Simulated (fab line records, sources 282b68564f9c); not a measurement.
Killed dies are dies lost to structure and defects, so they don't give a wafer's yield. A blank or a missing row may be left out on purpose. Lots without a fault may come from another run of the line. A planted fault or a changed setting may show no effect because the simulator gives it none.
Which tool did it? | flow rit_cmos | 14 lots, 42 wafers sampled, at 3 steps of a route of 202

WHAT THE GAUGES READ, wafer by wafer
RIT_NSD_TW_MEAS_10.
lot  | measured    | on            | NSD_TW
L610 | day 3 04:49 | film_metro-02 | 3101 3092 3103
L611 | day 3 08:35 | film_metro-02 | 3100 3094 3095
L612 | day 3 15:42 | film_metro-01 | 3076 3066 3071
L613 | day 3 17:31 | film_metro-04 | 3115 3118 3125
L614 | day 3 22:36 | film_metro-04 | 3115 3130 3128
L615 | day 4 03:21 | film_metro-04 | 3132 3151 3144
L621 | day 5 10:30 | film_metro-04 | 2956 2968 2978
L622 | day 5 14:08 | film_metro-01 | 2898 2894 2902
L625 | day 6 13:08 | film_metro-01 | 3062 3068 3058
L626 | day 6 18:38 | film_metro-02 | 3080 3082 3092
L628 | day 6 23:02 | film_metro-01 | 3082 3059 3072
L629 | day 7 12:39 | film_metro-02 | 3099 3098 3089
L632 | day 7 21:13 | film_metro-02 | 3105 3090 3105
L633 | day 8 01:24 | film_metro-04 | 3160 3150 3143

RIT_SDANNEAL_RS_MEAS_05: measures by four-point-probe.
lot  | measured    | on            | NSD_RS (ohm/sq)
L610 | day 3 06:59 | film_metro-04 | 84.4 84.2 84.3
L611 | day 3 11:05 | film_metro-02 | 84.4 84.5 84.3
L612 | day 3 18:23 | film_metro-02 | 84.8 84.7 84.4
L613 | day 3 19:41 | film_metro-02 | 84.8 85.1 84.7
L614 | day 4 00:38 | film_metro-02 | 84.5 84.6 84.7
L615 | day 4 05:31 | film_metro-01 | 84.4 84.2 84.6
L621 | day 5 12:32 | film_metro-02 | 86.7 86.7 86.8
L622 | day 5 16:10 | film_metro-01 | 87.0 86.8 86.7
L625 | day 6 15:19 | film_metro-02 | 85.0 84.8 85.0
L626 | day 6 20:47 | film_metro-01 | 84.5 84.8 84.6
L628 | day 7 01:13 | film_metro-04 | 84.8 84.8 84.4
L629 | day 7 14:41 | film_metro-02 | 84.8 84.8 84.6
L632 | day 7 23:17 | film_metro-01 | 84.3 84.1 84.3
L633 | day 8 03:28 | film_metro-01 | 84.6 84.4 84.6

WHICH TOOL RAN EACH LOT (tool, then ch and the chambers of the sampled wafers, then the start)
lot  | RIT_NSD_IMPLANT_08
L610 | implanter-04 ch 0, day 3 04:31
L611 | implanter-02 ch 0, day 3 08:16
L612 | implanter-04 ch 0, day 3 15:24
L613 | implanter-02 ch 0, day 3 17:14
L614 | implanter-02 ch 0, day 3 22:17
L615 | implanter-02 ch 0, day 4 03:04
L621 | implanter-02 ch 0, day 5 10:11
L622 | implanter-02 ch 0, day 5 13:49
L625 | implanter-04 ch 0, day 6 12:50
L626 | implanter-04 ch 0, day 6 18:19
L628 | implanter-04 ch 0, day 6 22:43
L629 | implanter-01 ch 0, day 7 12:20
L632 | implanter-04 ch 0, day 7 20:54
L633 | implanter-04 ch 0, day 8 01:04
- RIT_NSD_IMPLANT_08

WHAT THE TOOLS THEMSELVES READ (means of the sampled wafers that have a number; where no wafer has one, the mark that the record gives instead)
RIT_NSD_IMPLANT_08.
lot  | tool         | beam_energy_keV | tilt_deg (degrees)
L610 | implanter-04 | 25.002          | 7.034
L611 | implanter-02 | 25.001          | 7.003
L612 | implanter-04 | 24.998          | 7.004
L613 | implanter-02 | 24.996          | 7.016
L614 | implanter-02 | 25.005          | 6.976
L615 | implanter-02 | 25.010          | 6.985
L621 | implanter-02 | 20.507          | 6.993
L622 | implanter-02 | 20.490          | 7.023
L625 | implanter-04 | 25.001          | 7.010
L626 | implanter-04 | 25.013          | 6.990
L628 | implanter-04 | 24.993          | 7.009
L629 | implanter-01 | 24.997          | 7.015
L632 | implanter-04 | 25.002          | 6.989
L633 | implanter-04 | 25.000          | 7.002

THE ANSWER, worked out from the rows above alone
Rule: what is usual is taken from the lots themselves. Put in order of their means at a reading, lots are off if they are a third of the lots or fewer, leave a main group of 4 or more, and stand apart from it by a gap of 3 or more times the standard deviation of the main group's means; of several such gaps the widest counts. A main group whose means are all the same, to the digits that the tables above print for the reading, isn't used. A lot without any number at a reading at which 4 lots or more have one is off too. The other lots that the step has rows for count as sound. The gauges are gone through in route order, then the tools' own readings, and for those a lot's mean is taken as printed above. The first step at which some lot is off is used, and at that step the reading that is off furthest; a lot without a number counts as furthest.
Off: L621, L622, at RIT_NSD_TW_MEAS_10 (NSD_TW). The main group: mean 3101, standard deviation 27.
A tool fits if, at a process step before that reading, it ran every lot that is off, and no sound lot after the first of them. The gauges at RIT_NSD_TW_MEAS_10 aren't tried: what is off there is off at RIT_NSD_IMPLANT_08 too, on other tools, and a gauge's error can't cause that. One fits: implanter-02 at RIT_NSD_IMPLANT_08. Its last sound lot is L615 (day 4 03:04), its first lot that is off L621 (day 5 10:11): a fault that began between those two fits.
The tool's own readings at RIT_NSD_IMPLANT_08 bear it out: on the lots that are off they differ by more than 5 times the standard deviation of the sound lots' means. beam_energy_keV reads 20.498 there against 25.002 on the sound lots.

WHAT THE SIMULATOR HAD PUT IN
Process parameter drift: implanter-02, from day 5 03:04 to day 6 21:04, at RIT_NSD_IMPLANT_08. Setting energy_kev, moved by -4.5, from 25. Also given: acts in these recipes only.
Lots struck among those shown: L621, L622. The rule above found the same.
